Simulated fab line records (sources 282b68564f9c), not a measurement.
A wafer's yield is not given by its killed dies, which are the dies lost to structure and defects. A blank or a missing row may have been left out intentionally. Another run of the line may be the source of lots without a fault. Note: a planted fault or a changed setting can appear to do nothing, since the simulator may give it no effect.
Struck lot and sound lot, side by side | flow rit cmos | 20 out of 202 route steps
Sound: wafers L187.2, L187.3, L187.6. Struck: wafers L199.3, L199.4, L199.6. Last of all comes the cause.
At each step with rows: each side's tool, then ch and its chambers, then its first start. Under that, the readings that differ: sound wafers | struck wafers | difference of the means | sigmas: that difference in standard deviations of wafers without a fault.
alike: readings with means less than 2 such deviations apart, plus words and numbers identical on both sides. not compared: withheld readings, readings lacking a value on some wafer, bounds such as >300 that could conceal the same value, and numbers that have no deviation in the record and whose values overlap.
The two part at a step that has a row with sigmas, a row that says differs or no value, or rows on one side only. Non-overlapping numbers with no deviation appear without sigmas and do not part them. Lack of a reading on every wafer of one side parts them only where that side has two or more wafers.

first, 2 steps without rows for these wafers: RIT_NWELL_HARDBAKE_07 (time 120 s); RIT_NWELL_IMPLANT_08.
RIT_NWELL_STRIP_09: strips in O2, time 180 s.
  sound on plasma asher-02 ch 0,1, day 2 08:05; struck on plasma asher-03 ch 0,1, day 5 00:59
  alike: drypump motor current A
  not compared: rf hours counter h
RIT_NWELL_TW_MEAS_10:
  sound on film metro-03, day 2 08:16; struck on film metro-01, day 5 01:07
  alike: NWELL_TW
then, 6 steps without rows for these wafers: RIT_PWELL_HMDS_00 (prime time 60 s); RIT_PWELL_COAT_01 (resist thk 1300 nm); RIT_PWELL_SOFTBAKE_02 (time 60 s); RIT_PWELL_EXPOSE_03 (exposes mask M3, target cd 43700 nm); RIT_PWELL_PEB_04; RIT_PWELL_DEVELOP_05 (develop time 68 s).
RIT_PWELL_OVL_MEAS_06:
  sound on overlay-02, day 2 09:13; struck on overlay-01, day 5 02:03
  alike: PWELL_OVL
then, 1 step without rows for these wafers: RIT_PWELL_HARDBAKE_07 (time 120 s).
RIT_PWELL_IMPLANT_08:
  sound on implanter-03 ch 0, day 2 09:31; struck on implanter-03 ch 0, day 5 02:22
  reading                          | sound                        | struck                           | difference  | sigmas
  beam on s (s)                    | 9.75 9.97 10.44              | 14.94 15.33 15.25                | +5.12       | +26
  dose ions cm2                    | 6.989e+13 6.992e+13 6.99e+13 | 7.0005e+14 6.9993e+14 6.9997e+14 | +6.3008e+14 | +99 or more
  end station pressure torr (Torr) | 5.21e-06 4.93e-06 4.68e-06   | 6.04e-06 5.89e-06 6.45e-06       | +1.19e-06   | +4
  faraday current uA               | 228 222 212                  | 1483 1451 1443                   | +1238       | +99 or more
  alike: beam energy keV
RIT_PWELL_STRIP_09: strips in O2, time 180 s.
  sound on plasma asher-03 ch 0, day 2 09:38; struck on plasma asher-03 ch 0,1, day 5 02:32
  alike: drypump motor current A
  not compared: rf hours counter h
RIT_PWELL_TW_MEAS_10:
  sound on film metro-04, day 2 09:49; struck on film metro-04, day 5 02:40
  reading  | sound       | struck         | difference | sigmas
  PWELL_TW | 965 961 966 | 2023 2027 2030 | +1063      | +99 or more
then, 1 step without rows for these wafers: RIT_WELLDRIVE_ANNEAL_00 (time 14700 s).
RIT_WELLDRIVE_RS_MEAS_01: measures by four-point-probe.
  sound on film metro-04, day 2 16:30; struck on film metro-04, day 5 07:50
  reading           | sound             | struck            | difference | sigmas
  NWELL_RS (ohm/sq) | 274.4 274.9 274.3 | 277.7 275.9 276.8 | +2.3       | +3
RIT_WELLDRIVE_RS_MEAS_02: measures by four-point-probe.
  sound on film metro-04, day 2 16:37; struck on film metro-04, day 5 07:57
  reading           | sound             | struck         | difference | sigmas
  PWELL_RS (ohm/sq) | 429.6 429.9 428.3 | 98.3 98.4 98.3 | -330.9     | -99 or more
then, 1 step without rows for these wafers: RIT_NRETRO_HMDS_00 (prime time 60 s).
RIT_M1_PROBE_99:
  rows exist in the record for the struck wafers here (prober-01, day 6 15:01), but not for the sound ones

== WHERE THEY PART ==
At RIT_PWELL_IMPLANT_08 first; at RIT_M1_PROBE_99 last (within this record only).

WHY: whatever the simulator had introduced
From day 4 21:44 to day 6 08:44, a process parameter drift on implanter-03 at RIT_PWELL_IMPLANT_08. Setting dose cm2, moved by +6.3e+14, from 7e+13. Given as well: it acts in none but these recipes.
